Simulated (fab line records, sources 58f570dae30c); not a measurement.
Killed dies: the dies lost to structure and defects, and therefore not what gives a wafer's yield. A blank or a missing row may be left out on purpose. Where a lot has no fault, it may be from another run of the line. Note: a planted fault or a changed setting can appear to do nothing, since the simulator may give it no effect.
Chamber matching :: flow berkeley_cmos170 :: wet_bench-02 running UCB170_CONTACT_CLEAN_07: 4 sister chambers
The step cleans in SPM, time 600 s. 8 wafers are shown with their chamber, then 8 later ones without.

== WAFERS WITH THEIR CHAMBER ==
wafer: L219.6
chamber: 0
bath_heat_duty_pct (%): 13.8

wafer: L216.4
chamber: 3
bath_heat_duty_pct (%): 14.7

wafer: L216.6
chamber: 3
bath_heat_duty_pct (%): 14.4

wafer: L228.2
chamber: 1
bath_heat_duty_pct (%): 14.0

wafer: L228.6
chamber: 1
bath_heat_duty_pct (%): 15.4

wafer: L229.4
chamber: 2
bath_heat_duty_pct (%): 12.5

wafer: L229.5
chamber: 2
bath_heat_duty_pct (%): 11.8

wafer: L230.1
chamber: 0
bath_heat_duty_pct (%): 15.2

== WAFERS MISSING THEIR CHAMBER ==
wafer: L230.3
bath_heat_duty_pct (%): 12.8

wafer: L230.5
bath_heat_duty_pct (%): 12.5

wafer: L233.2
bath_heat_duty_pct (%): 15.0

wafer: L233.3
bath_heat_duty_pct (%): 12.4

wafer: L233.5
bath_heat_duty_pct (%): 13.2

wafer: L231.3
bath_heat_duty_pct (%): 14.2

wafer: L231.4
bath_heat_duty_pct (%): 14.9

wafer: L231.5
bath_heat_duty_pct (%): 16.0

== EACH ONE'S CHAMBER ==
wafer: L230.3
from the rows above: can't be placed: 2 or 0 or 3 or 1
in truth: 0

wafer: L230.5
from the rows above: 2
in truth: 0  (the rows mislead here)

wafer: L233.2
from the rows above: can't be placed: 1 or 3 or 0
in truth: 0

wafer: L233.3
from the rows above: 2
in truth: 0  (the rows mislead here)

wafer: L233.5
from the rows above: can't be placed: 2 or 0 or 3 or 1
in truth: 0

wafer: L231.3
from the rows above: can't be placed: 0 or 3 or 1
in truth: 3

wafer: L231.4
from the rows above: can't be placed: 1 or 3 or 0
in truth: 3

wafer: L231.5
from the rows above: can't be placed: 1 or 3 or 0
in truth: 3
Correct placement for 0 of the 8. Cannot be placed on the basis of these rows: 6; the candidates contain the true chamber in 6. Placed wrongly: 2.
How it was worked out, from the rows above alone: a wafer's distance from a chamber is the root of the sum, over the readings, of the square of ((its reading less the chamber's mean) divided by the reading's scatter). If the next closest chamber is less than 2 further off than the closest, the wafer can't be placed; otherwise it belongs to the closest. A chamber's mean is the mean of its shown wafers. The scatter is the square root of a quotient: the sum, over the shown wafers, of each reading's squared deviation from its chamber's mean, divided by wafers minus chambers.
